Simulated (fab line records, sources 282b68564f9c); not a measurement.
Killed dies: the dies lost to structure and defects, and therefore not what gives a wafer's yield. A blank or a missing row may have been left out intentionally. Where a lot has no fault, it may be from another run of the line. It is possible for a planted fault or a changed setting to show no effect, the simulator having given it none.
A struck lot beside a sound one	flow ritCmos	14 out of 202 route steps
Sound: the wafers L173.3, L173.5, L173.6. The struck wafers were L169.2, L169.4, L169.5. Last of all comes the cause.
Per side, at each step with rows, come the tool, then ch with its chambers, and then its first start. Under that, the readings that differ: sound wafers	struck wafers	difference of the means	sigmas: that difference in standard deviations of wafers without a fault.
alike: a reading whose means differ by less than 2 such deviations, as well as words and numbers matching on both sides. not compared: withheld readings; readings where some wafer has no value; bounds like >300 that might hide an equal value; numbers whose values overlap and for which the record gives no deviation.
Wherever a step has rows on one side only, a row that says differs or no value, or a row with sigmas, the two part there. When numbers do not overlap yet have no deviation, they are printed without sigmas and do not part them. Lack of a reading on every wafer of one side parts them only where that side has two or more wafers.

first, 2 steps without rows for these wafers: RIT_ACTIVE_CLEAN_17 (cleans in SC2, time 600 s); RIT_FOX1_OXIDATION_00 (target thk 350.7 nm, ox time 1130 s).
RIT_FOX1_THK_MEAS_01:
  struck on filmMetro-01, day 5 06:29; sound on filmMetro-03, day 6 04:28
reading	sound	struck	difference	sigmas
FOX1_OXIDE_THK (nm)	361 362 361	347 346 347	-15	-2
then, 2 steps without rows for these wafers: RIT_FOX1_WET_ETCH_02 (etches SiO2 in BOE, target depth 350 nm, time 390 s); RIT_FOX2_OXIDATION_00 (target thk 350.7 nm, ox time 1130 s).
RIT_FOX2_THK_MEAS_01:
  struck on filmMetro-04, day 5 08:22; sound on filmMetro-04, day 6 05:57
  alike: FOX2_OXIDE_THK
then, 2 steps without rows for these wafers: RIT_FOX2_CLEAN_02 (cleans in dHF, time 180 s); RIT_FOX2_WET_ETCH_03 (etches Si3N4 in H3PO4, target depth 195 nm, time 2700 s).
RIT_FOX2_THK_MEAS_90:
  struck on filmMetro-01, day 5 09:14; sound on filmMetro-01, day 6 06:50
  alike: FIELD_OXIDE_LEFT_1_THK
then, 3 steps without rows for these wafers: RIT_NWELL_HMDS_00 (prime time 60 s); RIT_NWELL_COAT_01 (resist thk 1300 nm); RIT_NWELL_SOFTBAKE_02 (time 60 s).
RIT_NWELL_EXPOSE_03: exposes mask M2, target cd 43900 nm.
  struck on ilineStepper-01, day 5 09:46; sound on ilineStepper-02 ch 0, day 6 07:22
  no value came back on the struck wafers for exposureDoseMJCm2, focusOffsetNm (nm); on the sound wafers exposureDoseMJCm2 reads 250.15 250.12 250.08
  alike: mask
following that, these wafers have no rows for 1 step: RIT_NWELL_PEB_04.

## WHERE THEY PART
Earliest at RIT_FOX1_THK_MEAS_01; latest, in this record, at RIT_NWELL_EXPOSE_03.

WHY: the cause the simulator had injected
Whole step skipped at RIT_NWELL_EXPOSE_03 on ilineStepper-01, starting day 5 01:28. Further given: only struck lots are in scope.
